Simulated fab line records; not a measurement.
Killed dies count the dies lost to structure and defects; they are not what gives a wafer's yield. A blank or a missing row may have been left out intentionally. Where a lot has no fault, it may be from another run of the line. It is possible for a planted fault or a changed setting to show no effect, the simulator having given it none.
Which tool did it? -- flow berkeleyCmos170 -- Sampling: 14 lots, 42 wafers, 4 of 331 route steps

WHAT THE GAUGES READ, wafer by wafer
UCB170_V1_BOW_MEAS_03. Usual: V1_BOW gives 20 um (standard deviation 6.9).
lot,measured,on,V1_BOW (um),flag
L119,day 8 01:28,filmMetro-03,32 18 19,
L120,day 8 01:08,filmMetro-01,25 20 28,
L122,day 8 11:33,filmMetro-01,20 19 22,
L124,day 8 17:56,filmMetro-01,24 13 25,
L123,day 8 17:55,filmMetro-03,18 12 17,
L128,day 9 04:39,filmMetro-03,20 23 19,
L125,day 9 04:39,filmMetro-01,30 11 21,
L126,day 9 04:57,filmMetro-04,15 17 33,
L129,day 9 16:51,filmMetro-04,21 22 18,
L133,day 10 15:46,filmMetro-04,25 13 32,
L135,day 10 19:05,filmMetro-04,15 21 12,
L140,day 11 14:27,filmMetro-01,22 22 23,
L141,day 11 21:22,filmMetro-03,34 7 29,
L142,day 12 04:25,filmMetro-01,15 24 12,

UCB170_V1_OVL_MEAS_13. Usual: V1_OVL gives 2 nm (standard deviation 5.9).
lot,measured,on,V1_OVL (nm),flag
L119,day 8 04:30,overlay-02,-5 1 6,
L120,day 8 04:10,overlay-02,-2 4 1,
L122,day 8 13:28,overlay-02,-3 2 -4,
L124,day 8 21:57,overlay-02,4 2 3,
L123,day 8 20:52,overlay-02,11 4 5,
L128,day 9 06:22,overlay-02,-4 -7 -4,
L125,day 9 06:34,overlay-01,3 6 5,
L126,day 9 06:59,overlay-02,8 6 4,
L129,day 9 18:29,overlay-02,10 1 5,
L133,day 10 18:58,overlay-02,1 -5 -1,
L135,day 10 21:02,overlay-02,-4 1 7,
L140,day 11 16:04,overlay-01,0 3 2,
L141,day 11 23:01,overlay-02,2 4 9,
L142,day 12 06:21,overlay-01,-6 6 3,

WHAT TOOL EACH LOT RAN ON (gives the tool, then ch and the chambers of the sampled wafers, and finally the start)
lot,UCB170_CONTACT_STRIP_06,UCB170_M1_METAL_ETCH_12
L119,"plasmaAsher-04 ch 0,1, day 7 15:46","rieMetal-01 ch 0,1, day 7 21:16"
L120,"plasmaAsher-01 ch 0,1, day 7 15:47","rieMetal-02 ch 0,1, day 7 21:25"
L122,"plasmaAsher-04 ch 0,1, day 8 00:50","rieMetal-01 ch 0,1, day 8 04:52"
L124,"plasmaAsher-04 ch 0,1, day 8 06:56","rieMetal-02 ch 0,1, day 8 11:41"
L123,"plasmaAsher-03 ch 0,1, day 8 07:45","rieMetal-04 ch 0,1, day 8 12:41"
L128,"plasmaAsher-01 ch 0,1, day 8 17:15","rieMetal-01 ch 0,1, day 8 22:53"
L125,"plasmaAsher-03 ch 0,1, day 8 19:09","rieMetal-02 ch 0,1, day 9 00:36"
L126,"plasmaAsher-04 ch 0,1, day 8 19:17","rieMetal-01 ch 0,1, day 9 00:52"
L129,"plasmaAsher-03 ch 0,1, day 9 06:12","rieMetal-01 ch 0,1, day 9 12:01"
L133,"plasmaAsher-03 ch 1, day 10 08:09","rieMetal-01 ch 0,1, day 10 12:44"
L135,"plasmaAsher-03 ch 0,1, day 10 09:40","rieMetal-01 ch 0,1, day 10 14:36"
L140,"plasmaAsher-04 ch 0,1, day 11 03:53","rieMetal-02 ch 0,1, day 11 08:15"
L141,"plasmaAsher-04 ch 0,1, day 11 12:15","rieMetal-04 ch 1, day 11 16:54"
L142,"plasmaAsher-03 ch 0,1, day 11 19:48","rieMetal-04 ch 1, day 11 23:46"
- UCB170_CONTACT_STRIP_06: strips in O2.
- UCB170_M1_METAL_ETCH_12: etches Al in Cl2/BCl3, stops on PSG, target depth 780 nm, time 130 s.

AS READ BY THE TOOLS THEMSELVES (means over the sampled wafers that have a number; for cases with no such wafer, the mark the record gives instead)
UCB170_CONTACT_STRIP_06. Usual: chamberPressureMTorr 3500 mTorr, standard deviation 3.2; drypumpMotorCurrentA 5.7 A, standard deviation 0.36; oesProductAu 0.734 a.u., standard deviation 0.0046; stripTimeToEndpointS 21.95 s, standard deviation 0.058.
lot,tool,chamberPressureMTorr (mTorr),drypumpMotorCurrentA (A),oesProductAu (a.u.),stripTimeToEndpointS (s),flag
L119,plasmaAsher-04,3501,5.9,0.732,21.95,
L120,plasmaAsher-01,3502,5.8,0.740,21.94,
L122,plasmaAsher-04,3500,6.0,0.735,21.93,
L124,plasmaAsher-04,3500,5.9,0.738,22.00,
L123,plasmaAsher-03,3497,5.2,0.736,22.01,
L128,plasmaAsher-01,3504,5.8,0.732,21.88,
L125,plasmaAsher-03,3499,5.2,0.734,21.99,
L126,plasmaAsher-04,3501,6.0,0.734,22.01,
L129,plasmaAsher-03,3499,5.2,0.742,21.92,
L133,plasmaAsher-03,3504,5.1,0.728,21.95,
L135,plasmaAsher-03,3500,5.2,0.734,22.00,
L140,plasmaAsher-04,3499,6.0,0.732,22.09,
L141,plasmaAsher-04,3503,5.9,0.736,21.97,
L142,plasmaAsher-03,3501,5.2,0.733,21.92,

UCB170_M1_METAL_ETCH_12. Usual: chamberPressureMTorr 12.002 mTorr, standard deviation 0.012; drypumpMotorCurrentA 5.6 A, standard deviation 0.52; oesProductAu 0.856 a.u., standard deviation 0.014; rfFwdPowerW 596.4 W, standard deviation 1.8; throttleValvePct 24.58 %, standard deviation 0.27.
lot,tool,chamberPressureMTorr (mTorr),drypumpMotorCurrentA (A),oesProductAu (a.u.),rfFwdPowerW (W),throttleValvePct (%),flag
L119,rieMetal-01,11.999,5.0,0.849,597.9,24.67,
L120,rieMetal-02,12.003,6.2,0.866,595.1,24.23,
L122,rieMetal-01,11.999,5.0,0.845,596.0,24.66,
L124,rieMetal-02,12.005,6.2,0.859,596.3,24.22,
L123,rieMetal-04,11.995,5.9,0.858,597.3,24.91,
L128,rieMetal-01,12.004,5.0,0.853,597.8,24.61,
L125,rieMetal-02,12.004,6.0,0.854,595.5,24.35,
L126,rieMetal-01,12.013,5.0,0.836,597.3,24.62,
L129,rieMetal-01,11.996,5.0,0.849,598.8,24.67,
L133,rieMetal-01,12.002,5.0,0.840,524.8,24.60,OFF
L135,rieMetal-01,11.993,5.0,0.843,524.0,24.62,OFF
L140,rieMetal-02,12.008,6.2,0.862,594.5,24.29,
L141,rieMetal-04,12.000,5.8,0.872,597.3,24.87,
L142,rieMetal-04,11.996,5.8,0.875,595.9,24.85,

THE ANSWER, worked out from the rows above alone
Rule: a lot is off if the mean of its wafers that have a number lies more than 3 standard deviations from the usual mean. A lot without any number at a reading at which 4 lots or more have one is off too. Where the step has rows for the other lots, those lots are counted as sound. Order of review: gauges by route order, followed by the tools' own readings, for which a lot's mean as printed above is used. At the first step where some lot is off, the reading lying furthest off is the one used; lots without a number count as furthest.
Off: L133, L135, at UCB170_M1_METAL_ETCH_12 (rfFwdPowerW).
If a tool, at that step or one of the process steps before it, ran each lot that is off and ran no sound lot following the first of them, it fits. One candidate fits, namely rieMetal-01 at UCB170_M1_METAL_ETCH_12. A fault onset in the window from L129 (day 9 12:01, its last sound lot) to L133 (day 10 12:44, its first lot off) fits.
The tool's own readings at UCB170_M1_METAL_ETCH_12 bear it out: on the lots that are off they differ by more than 5 times the standard deviation of the sound lots' means. rfFwdPowerW reads 524.4 W there against 596.6 W on the sound lots.

WHAT THE SIMULATOR HAD INSERTED
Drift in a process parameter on rieMetal-01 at UCB170_M1_METAL_ETCH_12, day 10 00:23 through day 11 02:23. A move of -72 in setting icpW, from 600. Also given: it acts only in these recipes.
Struck lots among those shown: L133, L135. Same finding as the rule above.
